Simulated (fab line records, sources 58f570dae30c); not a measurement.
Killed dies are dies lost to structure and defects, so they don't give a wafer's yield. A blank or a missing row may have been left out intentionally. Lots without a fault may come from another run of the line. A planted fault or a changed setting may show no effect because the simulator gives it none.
Comparing a struck lot with a sound one / flow berkeley cmos170 / 14 steps out of a route of 331
Sound: these wafers, L727.1, L727.4, L727.5. Wafers L731.1, L731.3, L731.6 were the ones struck. Last of all comes the cause.
At each step with rows: each side's tool, then ch and its chambers, then its first start. Under that, the readings that differ: sound wafers / struck wafers / difference of the means / sigmas: that difference in standard deviations of wafers without a fault.
alike: words and numbers the same on both sides, and readings whose means are apart by under 2 such deviations; not compared: readings that were withheld, readings missing a value for some wafer, numbers with overlapping values and no deviation given by the record, and bounds like >300 which may hide the same value.
Wherever a step has rows on one side only, a row that says differs or no value, or a row with sigmas, the two part there. Non-overlapping numbers with no deviation appear without sigmas and do not part them. A reading missing from all wafers of one side parts the sides only when that side holds two or more wafers.

first, 2 steps without rows for these wafers: UCB170_PWELL_ANNEAL_04 (time 900 s); UCB170_PWELL_CVD_05 (deposits Si3N4 from SiH2Cl2/NH3, target thk 220 nm, time 3300 s).
UCB170_PWELL_THK_MEAS_06:
  struck on film metro-02, day 4 20:54; sound on film metro-03, day 3 22:46
  alike: PWELL_NITRIDE_THK
then, 6 steps without rows for these wafers: UCB170_PWELL_HMDS_07 (prime time 60 s); UCB170_PWELL_COAT_08 (resist thk 900 nm); UCB170_PWELL_SOFTBAKE_09 (time 60 s); UCB170_PWELL_EXPOSE_10 (exposes mask PWELL, target cd 3000 nm); UCB170_PWELL_PEB_11; UCB170_PWELL_DEVELOP_12 (develop time 45 s).
UCB170_PWELL_OVL_MEAS_13:
  struck on overlay-02, day 4 21:52; sound on overlay-02, day 4 00:11
  alike: PWELL_OVL
UCB170_PWELL_ETCH_14: etches Si3N4 in CH3F/Ar/O2, stops on SiO2, target depth 242 nm, time 151 s.
  sound on rie diel-01 ch 1,2,3, day 4 00:13; struck on rie diel-03 ch 2,3, day 4 21:54
  alike: drypump motor current A, oes product au, throttle valve pct
  not compared: rf hours counter h
following that, these wafers have no rows for 1 step: UCB170_PWELL_IMPLANT_15.
UCB170_PWELL_STRIP_16: strips in O2.
  sound on plasma asher-03 ch 0,1, day 4 00:28; struck on plasma asher-03 ch 0,1, day 4 22:09
  no value came back on the struck wafers for chamber pressure mTorr (mTorr), drypump motor current A (A), oes product au (a.u.), strip time to endpoint s (s); on the sound wafers chamber pressure mTorr (mTorr) reads 3498.2 3502.4 3507.9
reading=model.KrF_of_PWELL_COAT_08.thk nm (nm); sound=0 0 0; struck=713.9 719.4 712.7; difference=+715.3; sigmas=
  not compared: rf hours counter h
UCB170_PWELL_TW_MEAS_17:
  struck on film metro-02, day 4 22:16; sound on film metro-02, day 4 00:34
  alike: PWELL_TW

WHERE THEY PART
Within this record, at UCB170_PWELL_STRIP_16 only. Later steps at which nothing parts them and some readings are alike: UCB170_PWELL_TW_MEAS_17.

WHY: what had been put in by the simulator
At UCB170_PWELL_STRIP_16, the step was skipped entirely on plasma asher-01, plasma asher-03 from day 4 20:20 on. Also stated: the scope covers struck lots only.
